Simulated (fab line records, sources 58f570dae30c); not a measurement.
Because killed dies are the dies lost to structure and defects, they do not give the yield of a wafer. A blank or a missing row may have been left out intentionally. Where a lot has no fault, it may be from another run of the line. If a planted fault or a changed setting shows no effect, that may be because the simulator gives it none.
Chamber matching || flow berkeleyCmos170 || 4 sister chambers for UCB170_CONTACT_ETCH_17 on rieDiel-02
The step etches BARC in N2/H2. 4 wafers are shown with their chamber, then 7 later ones without.

## WAFERS, EACH WITH ITS CHAMBER
{"wafer": "L293.5", "chamber": 1, "drypumpMotorCurrentA (A)": 5.4}
{"wafer": "L300.6", "chamber": 2, "drypumpMotorCurrentA (A)": 6.1}
{"wafer": "L305.1", "chamber": 0, "drypumpMotorCurrentA (A)": 5.2}
{"wafer": "L305.3", "chamber": 3, "drypumpMotorCurrentA (A)": 5.8}

## WAFERS WHOSE CHAMBER IS MISSING
{"wafer": "L305.6", "drypumpMotorCurrentA (A)": 6.2}
{"wafer": "L311.1", "drypumpMotorCurrentA (A)": 6.2}
{"wafer": "L311.2", "drypumpMotorCurrentA (A)": 5.8}
{"wafer": "L311.6", "drypumpMotorCurrentA (A)": 5.9}
{"wafer": "L309.3", "drypumpMotorCurrentA (A)": 5.2}
{"wafer": "L309.4", "drypumpMotorCurrentA (A)": 5.9}
{"wafer": "L309.5", "drypumpMotorCurrentA (A)": 5.4}

## THE CHAMBER EACH PASSED THROUGH
{"wafer": "L305.6", "from the rows above": 2, "in truth": 2}
{"wafer": "L311.1", "from the rows above": 2, "in truth": 2}
{"wafer": "L311.2", "from the rows above": 3, "in truth": 3}
{"wafer": "L311.6", "from the rows above": "can't be placed: 3 or 2", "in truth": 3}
{"wafer": "L309.3", "from the rows above": 0, "in truth": 0}
{"wafer": "L309.4", "from the rows above": "can't be placed: 3 or 2", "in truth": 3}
{"wafer": "L309.5", "from the rows above": 1, "in truth": 1}
Correct placement for 5 of the 7. Not placeable from these rows: 2 (in 2, the candidates include the true chamber). Wrongly placed: 0.
How it was worked out, from the rows above alone: a wafer's distance from a chamber is the root of the sum, over the readings, of the square of ((its reading less the chamber's mean) divided by the reading's scatter). The wafer belongs to the nearest chamber; if the next one is less than 2 further off, it can't be placed. Each chamber's mean is taken over the wafers shown for it. The scatter: with one shown wafer a chamber, the root of the mean of the squares of how far each hidden wafer lies from its nearest shown one.
